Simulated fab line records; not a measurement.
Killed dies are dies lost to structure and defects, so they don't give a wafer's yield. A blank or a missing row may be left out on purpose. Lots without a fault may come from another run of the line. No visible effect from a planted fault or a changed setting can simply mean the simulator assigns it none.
fab line records    flow rit-cmos
[record] lots = 14  wafers = 42  last-day = 7
route steps=202 shown SDANNEAL@156 PSD@157 PLDD@159
lots that met no fault: from a run of the same line without faults
start-h: hours from the record's opening day to when the first of the lot's shown wafers began    wait-h: hours from the lot's prior step to this one    " the same as in the row above    L1.1+2: a row that stands for several wafers    - no value present, or no start provided    * or withheld: withheld    < > ~ a bound
route shown NAME@n: a module of which the file shows steps, and the number in the route of the first    usual: mean and standard deviation over wafers with no fault    same: alike in all rows    chamber/n: place in a boat    sites: each site's reading    _std_site: the standard deviation of these    _edge_site: mean of outer sites minus mean of inner sites    radius-mm: for every site, how far away it sits from the centre of the wafer    mask NAME#n: copy n    behind: the most recent tool/chamber to have shaped the wafer    hold: reason for holding the lot/hours on hold/outcome of the hold    device: which transistor (n, p or np) failed to switch    end of line: at the end of the route, the tests of the same wafers    a step given without rows: its recipe and nothing more    killed: at the first sort, the dies lost to defects and structure; wafer yield is something else    map: dies across one wafer; x = killed, . = not, _ = none there
set.NAME: the setting the step ran with; set.NAME@STEP: the setting that earlier step ran with    model.NAME: the simulator's own value behind a step, which no gauge read
route steps across a sampled set of lots; one table per step, one row per wafer
[[steps]]
[step RIT_SDANNEAL_RTA_03]
[recipe] temp-c = 1050  time-s = 5  idle-temp-c = 600  ramp-up-c-per-s = 342  ramp-down-c-per-s = 171  cool-to-c = 600  ambient = N2
[usual] wafer_temp_C_max = 1053.4/0.99
lot.wafer  tool           chamber  start-h  wait-h  wafer_temp_C_max
L832.1     rtp-anneal-02  0        50.14    0.0     1054.8
L832.4     "              0        "        "       1052.4
L832.5     "              0        "        "       1054.8
L833.2     rtp-anneal-01  0        56.65    0.0     1054.3
L833.3     "              0        "        "       1053.2
L833.6     "              0        "        "       1053.4
L834.1     rtp-anneal-02  0        61.33    0.0     1053.7
L834.2     "              0        "        "       1053.3
L834.3     "              0        "        "       1054.2
L836.1     rtp-anneal-02  0        70.80    0.0     1053.5
L836.2     "              0        "        "       1053.5
L836.5     "              0        "        "       1052.9
L837.3     rtp-anneal-01  0        74.00    0.0     1052.9
L837.5     "              0        "        "       1052.7
L837.6     "              0        "        "       1055.0
L838.2     rtp-anneal-02  0        83.07    0.0     1053.7
L838.3     "              0        "        "       1052.6
L838.5     "              0        "        "       1053.0
L839.1     rtp-anneal-01  0        89.69    0.0     1053.5
L839.2     "              0        "        "       1053.8
L839.5     "              0        "        "       1051.7
L840.1     rtp-anneal-02  0        94.81    0.0     1052.5
L840.4     "              0        "        "       1053.3
L840.5     "              0        "        "       1053.6
L841.1     rtp-anneal-01  0        97.32    0.0     1053.8
L841.3     "              0        "        "       1052.6
L841.4     "              0        "        "       1054.0
L846.4     rtp-anneal-02  0        123.09   0.0     1052.3
L846.5     "              0        "        "       1053.2
L846.6     "              0        "        "       1054.6
L848.1     rtp-anneal-02  0        134.81   0.0     1053.4
L848.3     "              0        "        "       1052.9
L848.6     "              0        "        "       1053.2
L851.1     rtp-anneal-01  0        149.56   0.0     1055.2
L851.3     "              0        "        "       1055.0
L851.6     "              0        "        "       1055.1
L853.1     rtp-anneal-01  0        155.00   0.0     1054.3
L853.3     "              0        "        "       1053.2
L853.5     "              0        "        "       1052.9
L855.1     rtp-anneal-01  0        164.41   0.0     1052.7
L855.2     "              0        "        "       1052.6
L855.6     "              0        "        "       1052.7
[step RIT_SDANNEAL_RS_MEAS_04]
[recipe] thk-meas-gauge = four-point-probe
[usual] PSD_RS = 115.9/0.33
lot.wafer  tool           chamber  start-h  wait-h  PSD_RS[ohm/sq]
L832.1     film-metro-04  -        50.20    0.0     116.5
L832.4     "              -        "        "       115.9
L832.5     "              -        "        "       116.2
L833.2     film-metro-03  -        56.72    0.1     116.0
L833.3     "              -        "        "       115.9
L833.6     "              -        "        "       115.9
L834.1     film-metro-04  -        61.39    0.0     115.6
L834.2     "              -        "        "       116.0
L834.3     "              -        "        "       116.0
L836.1     film-metro-01  -        70.86    0.0     115.9
L836.2     "              -        "        "       115.6
L836.5     "              -        "        "       115.5
L837.3     film-metro-03  -        74.08    0.1     116.1
L837.5     "              -        "        "       115.9
L837.6     "              -        "        "       116.3
L838.2     film-metro-01  -        83.14    0.1     116.0
L838.3     "              -        "        "       115.9
L838.5     "              -        "        "       116.0
L839.1     film-metro-01  -        89.74    0.0     115.4
L839.2     "              -        "        "       115.2
L839.5     "              -        "        "       115.1
L840.1     film-metro-01  -        94.86    0.0     115.2
L840.4     "              -        "        "       115.3
L840.5     "              -        "        "       115.5
L841.1     film-metro-03  -        97.37    0.0     116.0
L841.3     "              -        "        "       116.0
L841.4     "              -        "        "       115.8
L846.4     film-metro-01  -        123.18   0.1     114.0
L846.5     "              -        "        "       114.0
L846.6     "              -        "        "       113.9
L848.1     film-metro-04  -        134.86   0.0     114.2
L848.3     "              -        "        "       114.2
L848.6     "              -        "        "       114.3
L851.1     film-metro-01  -        149.62   0.0     115.7
L851.3     "              -        "        "       115.7
L851.6     "              -        "        "       115.8
L853.1     film-metro-03  -        155.06   0.0     115.7
L853.3     "              -        "        "       115.9
L853.5     "              -        "        "       115.9
L855.1     film-metro-01  -        164.47   0.0     115.7
L855.2     "              -        "        "       115.4
L855.6     "              -        "        "       115.6
[step RIT_SDANNEAL_RS_MEAS_06]
[recipe] thk-meas-gauge = four-point-probe
[usual] PLDD_RS = 180.2/0.58
lot.wafer  tool           chamber  start-h  wait-h  PLDD_RS[ohm/sq]
L832.1     film-metro-04  -        50.44    0.1     181.7
L832.4     "              -        "        "       181.2
L832.5     "              -        "        "       181.6
L833.2     film-metro-03  -        56.96    0.1     180.8
L833.3     "              -        "        "       180.7
L833.6     "              -        "        "       180.2
L834.1     film-metro-04  -        61.63    0.1     180.2
L834.2     "              -        "        "       180.7
L834.3     "              -        "        "       180.4
L836.1     film-metro-01  -        71.10    0.1     180.2
L836.2     "              -        "        "       179.8
L836.5     "              -        "        "       179.9
L837.3     film-metro-03  -        74.32    0.1     180.5
L837.5     "              -        "        "       180.2
L837.6     "              -        "        "       179.8
L838.2     film-metro-01  -        83.38    0.1     179.5
L838.3     "              -        "        "       179.6
L838.5     "              -        "        "       180.2
L839.1     film-metro-01  -        89.98    0.1     180.1
L839.2     "              -        "        "       179.2
L839.5     "              -        "        "       179.7
L840.1     film-metro-01  -        95.10    0.1     179.2
L840.4     "              -        "        "       179.5
L840.5     "              -        "        "       179.8
L841.1     film-metro-03  -        97.61    0.1     180.1
L841.3     "              -        "        "       180.6
L841.4     "              -        "        "       179.9
L846.4     film-metro-01  -        123.42   0.1     178.6
L846.5     "              -        "        "       178.4
L846.6     "              -        "        "       178.3
L848.1     film-metro-04  -        135.10   0.1     178.5
L848.3     "              -        "        "       178.6
L848.6     "              -        "        "       178.3
L851.1     film-metro-01  -        149.86   0.1     179.9
L851.3     "              -        "        "       179.6
L851.6     "              -        "        "       180.0
L853.1     film-metro-03  -        155.30   0.1     180.9
L853.3     "              -        "        "       180.1
L853.5     "              -        "        "       180.9
L855.1     film-metro-01  -        164.71   0.1     180.1
L855.2     "              -        "        "       179.8
L855.6     "              -        "        "       179.4
[[key]]
[first-sign] step = RIT_SDANNEAL_RS_MEAS_04  reading = PSD_RS  direction = down  sigmas = 5.3  usual = 115.9  struck = 114.1
[effect] step = RIT_SDANNEAL_RS_MEAS_06  reading = PLDD_RS  direction = down  sigmas = 3  usual = 180.2  struck = 178.5
met-at RIT_SDANNEAL_RTA_03
struck-lots L846,L848
tester-left-out L846,L848
onset-between 94.81 123.09
[fault] kind = process-parameter-drift  tool = rtp-anneal-02  chamber = -  onset-h = 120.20  steps = RIT_SDANNEAL_RTA_03  channel = time-s  offset = *  shape = step  end-h = 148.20  acts-in = *  stated = *
// tester-left-out: of these lots the tester's yield and bins aren't shown, on N5 and GAA mostly nor the transistor test; their killed dies are dies lost to structure and defects alone, not to doping, threshold or leakage, so they don't give the yield
